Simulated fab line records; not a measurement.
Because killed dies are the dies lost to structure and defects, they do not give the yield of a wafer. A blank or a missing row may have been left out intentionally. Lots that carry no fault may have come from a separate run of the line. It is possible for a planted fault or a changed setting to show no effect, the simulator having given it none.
Problem report, 8D (eight disciplines) form, completed by code -- flow ritCmos -- the parts of the form that need people (team, actions taken, sign-off) are left out

1. THE ISSUE
At RIT_PLDD_HARDBAKE_07, heaterPowerTotalW averages 59.55 W over 6 wafers from 2 lots, while fault-free wafers read 62.55 W, standard deviation 0.048. That puts it -62 standard deviations away from the usual mean.
The step: time 60 s.
Earliest sighting: wafer L242.3 on lithoTrack-01 at day 5 16:58. Wafers with a number at this step in the record: 18, from 6 lots. By rule, "out" or "out of limits" means more than 4 standard deviations away from the usual mean. The other wafers with a number count as sound.

2. WHAT IT IS, WHAT IT ISN'T
question,is,is not
which readings at this step,"heaterPowerTotalW, plateTempC",-
which lots,"L242, L243","L230, L233, L249, L250"
which wafers of those lots,all that have a number,-
read on which tools,lithoTrack-01,"lithoTrack-02, lithoTrack-04"
when,from day 5 16:58,"up to then (6 sound wafers); but 6 sound wafers of L249, L250 came after"

3. SUSPECTS, AND WHAT RULES EACH OUT
Counting: a tool at a process step up to the reading stays a suspect if it ran every lot that is out and no sound lot after the first of them.
- plasmaAsher-04 at RIT_NLDD_STRIP_09 (strips in O2, time 180 s): kept. All lots that are out passed through it, beginning with L242 at day 5 15:49, and no sound lot followed; its final sound lot before that point was L233 at day 3 22:45.
- lithoTrack-01 at RIT_PLDD_HARDBAKE_07 (time 60 s): kept. All lots that are out passed through it, beginning with L242 at day 5 16:58, and no sound lot followed; its final sound lot before that point was L233 at day 3 23:52. Out on those wafers are its own readings of heaterPowerTotalW, plateTempC.
Left after counting: plasmaAsher-04 at RIT_NLDD_STRIP_09, lithoTrack-01 at RIT_PLDD_HARDBAKE_07.

4. THE CAUSE (what the simulator had put in)
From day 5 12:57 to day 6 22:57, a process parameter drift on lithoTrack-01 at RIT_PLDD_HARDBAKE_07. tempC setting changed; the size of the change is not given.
This tool is one of the 2 suspects left after counting.

5. SEQUENCE OF EFFECTS, ordered by route
Rows list readings where the struck wafers' mean (over those with a number) sits beyond 3 standard deviations from the usual. Only readings for which the record gives a usual standard deviation are gone through. hours: the time from each lot's start at the first step in this table that gives one to its start at this step, as a median over the lots. sigmas: the change in usual standard deviations.
hours,step,reading,usual,on struck wafers,change,sigmas
0,RIT_PLDD_HARDBAKE_07,heaterPowerTotalW,62.55 W,59.55,-3.00,-62
0,RIT_PLDD_HARDBAKE_07,plateTempC,139.98 C,134.70,-5.28,-38
It contains these process steps:
- RIT_PLDD_HARDBAKE_07: time 60 s.

6. HOW IT WOULD HAVE BEEN CAUGHT EARLIER
In this record the first reading out of limits was taken at day 5 16:58, 4 hours after the fault began at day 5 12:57.
